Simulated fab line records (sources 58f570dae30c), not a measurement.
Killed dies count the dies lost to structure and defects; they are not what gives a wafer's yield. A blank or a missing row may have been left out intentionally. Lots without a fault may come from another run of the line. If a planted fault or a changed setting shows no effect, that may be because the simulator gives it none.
Which tool is to blame? | flow berkeley-cmos170 | Sampling: 14 lots, 42 wafers, 6 of 331 route steps

WHAT THE GAUGES READ, wafer by wafer
UCB170_M1_OVL_MEAS_10.
lot  | measured     | on         | M1_OVL (nm)
L647 | day 7 23:05  | overlay-01 | -3 8 7
L646 | day 8 00:34  | overlay-02 | 8 -2 2
L648 | day 8 03:09  | overlay-01 | 0 -3 -3
L650 | day 8 08:14  | overlay-01 | 8 7 8
L649 | day 8 09:23  | overlay-02 | -2 -9 -10
L653 | day 8 11:09  | overlay-02 | 14 6 10
L652 | day 8 17:28  | overlay-02 | 3 7 -6
L654 | day 9 02:09  | overlay-01 | -1 -6 -7
L655 | day 9 04:27  | overlay-01 | 0 -5 -10
L657 | day 9 18:38  | overlay-01 | 7 8 7
L658 | day 10 09:50 | overlay-02 | 7 1 13
L662 | day 11 06:02 | overlay-02 | 1 4 1
L667 | day 12 01:26 | overlay-02 | 1 4 -8
L668 | day 12 15:58 | overlay-02 | -6 6 3

UCB170_M2_RS_MEAS_02: the measuring method here is four-point-probe.
lot  | measured     | on            | M2_AL_RS (ohm/sq)
L647 | day 8 05:55  | film-metro-02 | 0.0323 0.0323 0.0320
L646 | day 8 06:00  | film-metro-04 | 0.0322 0.0318 0.0318
L648 | day 8 17:52  | film-metro-01 | 0.0316 0.0318 0.0318
L650 | day 8 17:45  | film-metro-02 | 0.0326 0.0327 0.0328
L649 | day 8 17:49  | film-metro-04 | 0.0324 0.0321 0.0325
L653 | day 8 18:40  | film-metro-02 | 0.0324 0.0321 0.0322
L652 | day 9 03:13  | film-metro-02 | 0.0323 0.0325 0.0322
L654 | day 9 10:51  | film-metro-02 | 0.0322 0.0324 0.0323
L655 | day 9 11:08  | film-metro-02 | 0.0326 0.0321 0.0328
L657 | day 10 02:27 | film-metro-02 | 0.0323 0.0323 0.0319
L658 | day 10 18:17 | film-metro-02 | 0.0317 0.0319 0.0316
L662 | day 11 15:04 | film-metro-02 | 0.0322 0.0268 0.0321
L667 | day 12 10:09 | film-metro-02 | 0.0266 0.0316 0.0315
L668 | day 12 22:20 | film-metro-01 | 0.0325 0.0329 0.0327

UCB170_M2_THK_MEAS_03: measures by xrf.
lot  | measured     | on            | M2_AL_THK (nm)
L647 | day 8 06:02  | film-metro-02 | 900 900 908
L646 | day 8 06:07  | film-metro-04 | 907 922 921
L648 | day 8 17:59  | film-metro-01 | 922 919 916
L650 | day 8 17:52  | film-metro-02 | 895 887 885
L649 | day 8 17:55  | film-metro-04 | 906 910 893
L653 | day 8 18:46  | film-metro-02 | 898 906 901
L652 | day 9 03:20  | film-metro-02 | 901 893 905
L654 | day 9 10:58  | film-metro-02 | 900 898 902
L655 | day 9 11:16  | film-metro-02 | 898 907 891
L657 | day 10 02:33 | film-metro-02 | 909 909 917
L658 | day 10 18:23 | film-metro-02 | 930 916 927
L662 | day 11 15:10 | film-metro-02 | 902 1087 909
L667 | day 12 10:15 | film-metro-02 | 1096 919 927
L668 | day 12 22:26 | film-metro-01 | 897 891 893

TOOL THAT RAN EACH LOT (tool first, then ch and the chambers of the sampled wafers, then the start)
lot  | UCB170_CONTACT_STRIP_06              | UCB170_CONTACT_RTA_08            | UCB170_M2_SPUTTER_01
L647 | plasma-asher-04 ch 0,1, day 7 19:27  | rtp-anneal-01 ch 0, day 7 19:50  | pvd-sputter-03, day 8 05:50
L646 | plasma-asher-01 ch 0,1, day 7 20:56  | rtp-anneal-02 ch 0, day 7 21:23  | pvd-sputter-01, day 8 05:55
L648 | plasma-asher-01 ch 0,1, day 7 23:29  | rtp-anneal-01 ch 0, day 7 23:46  | pvd-sputter-01, day 8 17:47
L650 | plasma-asher-03 ch 0,1, day 8 04:37  | rtp-anneal-02 ch 0, day 8 04:54  | pvd-sputter-04, day 8 17:40
L649 | plasma-asher-04 ch 0,1, day 8 06:01  | rtp-anneal-01 ch 0, day 8 06:24  | pvd-sputter-03, day 8 17:41
L653 | plasma-asher-01 ch 0,1, day 8 07:35  | rtp-anneal-01 ch 0, day 8 07:54  | pvd-sputter-04, day 8 18:32
L652 | plasma-asher-03 ch 0,1, day 8 11:28  | rtp-anneal-02 ch 0, day 8 11:46  | pvd-sputter-03, day 9 03:08
L654 | plasma-asher-03 ch 0,1, day 8 22:34  | rtp-anneal-01 ch 0, day 8 22:51  | pvd-sputter-03, day 9 10:46
L655 | plasma-asher-03 ch 0,1, day 9 00:25  | rtp-anneal-01 ch 0, day 9 00:41  | pvd-sputter-01, day 9 11:04
L657 | plasma-asher-04 ch 0,1, day 9 14:21  | rtp-anneal-02 ch 0, day 9 14:41  | pvd-sputter-01, day 10 02:20
L658 | plasma-asher-03 ch 0,1, day 10 06:25 | rtp-anneal-02 ch 0, day 10 06:43 | pvd-sputter-04, day 10 18:11
L662 | plasma-asher-03 ch 0,1, day 11 01:42 | rtp-anneal-01 ch 0, day 11 01:58 | pvd-sputter-01, day 11 14:56
L667 | plasma-asher-01 ch 0,1, day 11 20:43 | rtp-anneal-02 ch 0, day 11 20:59 | pvd-sputter-01, day 12 10:02
L668 | plasma-asher-03 ch 0,1, day 12 10:26 | rtp-anneal-01 ch 0, day 12 11:43 | pvd-sputter-04, day 12 22:13
- UCB170_CONTACT_STRIP_06: strips in O2.
- UCB170_CONTACT_RTA_08: time 10 s.
- UCB170_M2_SPUTTER_01: material Al, target thk 900 nm, time 120 s.

WHAT THE TOOLS THEMSELVES READ (means of the sampled wafers that have a number; where no wafer has one, the mark that the record gives instead)
UCB170_CONTACT_STRIP_06.
lot  | tool            | drypump-motor-current-A (A) | oes-product-au (a.u.) | strip-time-to-endpoint-s (s)
L647 | plasma-asher-04 | 6.4                         | 0.737                 | 21.96
L646 | plasma-asher-01 | 5.1                         | 0.733                 | 21.87
L648 | plasma-asher-01 | 5.1                         | 0.731                 | 22.05
L650 | plasma-asher-03 | 5.9                         | 0.733                 | 21.97
L649 | plasma-asher-04 | 6.3                         | 0.732                 | 21.85
L653 | plasma-asher-01 | 5.1                         | 0.727                 | 22.00
L652 | plasma-asher-03 | 6.0                         | 0.731                 | 21.89
L654 | plasma-asher-03 | 6.0                         | 0.732                 | 21.98
L655 | plasma-asher-03 | 6.0                         | 0.740                 | 21.96
L657 | plasma-asher-04 | 6.3                         | 0.737                 | 22.01
L658 | plasma-asher-03 | 6.0                         | 0.733                 | 22.05
L662 | plasma-asher-03 | 5.8                         | 0.734                 | 22.00
L667 | plasma-asher-01 | 5.0                         | 0.735                 | 22.00
L668 | plasma-asher-03 | 5.8                         | 0.735                 | 21.95

UCB170_CONTACT_RTA_08.
lot  | tool          | lamp-power-pct (%) | wafer_temp_C_max
L647 | rtp-anneal-01 | 27.1               | 904.8
L646 | rtp-anneal-02 | 22.0               | 905.4
L648 | rtp-anneal-01 | 27.2               | 905.6
L650 | rtp-anneal-02 | 22.0               | 904.5
L649 | rtp-anneal-01 | 27.2               | 904.3
L653 | rtp-anneal-01 | 27.1               | 906.1
L652 | rtp-anneal-02 | 22.0               | 904.0
L654 | rtp-anneal-01 | 27.2               | 905.3
L655 | rtp-anneal-01 | 27.2               | 904.7
L657 | rtp-anneal-02 | 22.0               | 905.6
L658 | rtp-anneal-02 | 22.0               | 906.4
L662 | rtp-anneal-01 | 27.1               | 905.0
L667 | rtp-anneal-02 | 22.0               | 905.5
L668 | rtp-anneal-01 | 27.1               | 904.9

UCB170_M2_SPUTTER_01.
lot  | tool           | cathode-dc-power-W (W) | throttle-valve-pct (%)
L647 | pvd-sputter-03 | 5999.0                 | 30.4
L646 | pvd-sputter-01 | 6001.2                 | 30.7
L648 | pvd-sputter-01 | 5999.3                 | 31.3
L650 | pvd-sputter-04 | 6001.4                 | 29.9
L649 | pvd-sputter-03 | 5999.9                 | 30.3
L653 | pvd-sputter-04 | 6000.7                 | 29.9
L652 | pvd-sputter-03 | 6000.1                 | 30.9
L654 | pvd-sputter-03 | 5999.8                 | 30.4
L655 | pvd-sputter-01 | 6000.8                 | 29.8
L657 | pvd-sputter-01 | 5999.6                 | 31.4
L658 | pvd-sputter-04 | 6000.0                 | 29.6
L662 | pvd-sputter-01 | 6000.4                 | 30.6
L667 | pvd-sputter-01 | 5999.1                 | 30.7
L668 | pvd-sputter-04 | 5999.6                 | 29.9

THE ANSWER, worked out from the rows above alone
Rule: the lots themselves supply what counts as usual. The widest of any qualifying gaps counts: lots, ordered by their means at a reading, are off when they make up no more than a third of the lots, leave a main group of 4 or more, and stand apart from it by 3 or more times the standard deviation of that group's means. If all means in a main group match to the digits the tables above print for the reading, that group is not used. A lot without any number at a reading at which 4 lots or more have one is off too. The other lots that the step has rows for count as sound. Order of review: gauges by route order, followed by the tools' own readings, for which a lot's mean as printed above is used. The first step at which some lot is off is used, and at that step the reading that is off furthest; a lot without a number counts as furthest.
Off: L662, L667, seen at UCB170_M2_RS_MEAS_02 (M2_AL_RS). The main group has a mean of 0.0322 ohm/sq with a standard deviation of 0.00031.
If a tool, at a process step before that reading, ran all the lots that are off and no sound lot after the first of them, it fits. The gauges at UCB170_M2_RS_MEAS_02 are tried like those tools. Undecided on this evidence; 2 tools fit (pvd-sputter-01 at UCB170_M2_SPUTTER_01, film-metro-02 at UCB170_M2_RS_MEAS_02).

WHAT THE SIMULATOR PUT IN
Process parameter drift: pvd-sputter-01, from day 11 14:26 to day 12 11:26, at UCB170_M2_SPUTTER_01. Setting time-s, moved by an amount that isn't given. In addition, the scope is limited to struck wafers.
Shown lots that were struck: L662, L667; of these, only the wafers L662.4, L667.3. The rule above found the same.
